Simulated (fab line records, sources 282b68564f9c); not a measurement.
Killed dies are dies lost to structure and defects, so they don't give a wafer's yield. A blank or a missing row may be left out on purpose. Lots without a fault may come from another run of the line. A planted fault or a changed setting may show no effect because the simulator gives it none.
Problem report in the 8D (eight disciplines) form, filled by code | flow rit_cmos | the parts of the form that need people (team, actions taken, sign-off) are left out

1. THE PROBLEM
run_length_s at RIT_GATE_ETCH_19 reads a mean of 210.9 s on 2 wafers of 2 lots; wafers without a fault read 193.3 s with a standard deviation of 0.54. That is +33 standard deviations from the usual mean.
The step: etches poly-Si in SF6/CHF3/O2, stops on SiO2, time 165 s, target depth 312.5 nm.
First seen on wafer L269.5, day 4 14:44, on rie_si-01. The record holds 18 wafers of 6 lots with a number at this step. Rule for "out", or "out of limits": more than 4 standard deviations from the usual mean. The other wafers with a number count as sound.

2. WHAT IT IS AND WHAT IT IS NOT
question                    | is                           | is not
which readings at this step | run_length_s, oes_product_au | drypump_motor_current_A, throttle_valve_pct
which lots                  | L269, L271                   | L259, L264, L278, L282
which wafers of those lots  | L269.5, L271.1               | L269.4, L269.6, L271.3, L271.5
read on which tools         | rie_si-01                    | rie_si-02
when                        | from day 4 14:44             | up to then (8 sound wafers); but 8 sound wafers of L271, L278, L282 came after

3. SUSPECTS, AND WHAT RULES EACH OUT
Counting: a tool at a process step up to the reading stays a suspect if it ran every lot that is out. Sound lots after the first of them don't rule it out here, since some wafers of a struck lot are sound.
- rie_si-01 at RIT_GATE_ETCH_19 (etches poly-Si in SF6/CHF3/O2, stops on SiO2, time 165 s, target depth 312.5 nm): kept. It ran every lot that is out, first L269 (day 4 14:44); its last sound lot up to then is L259 (day 2 12:41). Its own readings are out on those wafers: oes_product_au, run_length_s.
- Within rie_si-01 at RIT_GATE_ETCH_19: the wafers that are out ran in chamber 2; their sound lot-mates ran in chambers 0, 3.
Left after counting: rie_si-01 at RIT_GATE_ETCH_19.

4. THE CAUSE (what the simulator had put in)
Process parameter drift: rie_si-01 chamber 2, from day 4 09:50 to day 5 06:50, at RIT_GATE_ETCH_19. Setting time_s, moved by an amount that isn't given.
Counting left only this tool.

5. THE CHAIN OF EFFECTS, in route order
Each row: a reading whose mean over the struck wafers that have a number lies more than 3 standard deviations from the usual. Only readings for which the record gives a usual standard deviation are gone through. hours: the time from each lot's start at the first step in this table that gives one to its start at this step, as a median over the lots. sigmas: the change in usual standard deviations.
hours | step             | reading        | usual      | on struck wafers | change | sigmas
0     | RIT_GATE_ETCH_19 | oes_product_au | 0.851 a.u. | 0.764            | -0.087 | -5.4
0     | RIT_GATE_ETCH_19 | run_length_s   | 193.3 s    | 210.9            | +17.6  | +33
The process steps in it:
- RIT_GATE_ETCH_19: etches poly-Si in SF6/CHF3/O2, stops on SiO2, time 165 s, target depth 312.5 nm.

6. WHAT WOULD HAVE CAUGHT IT SOONER
In this record the first reading out of limits was taken at day 4 14:44, 5 hours after the fault began at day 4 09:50.
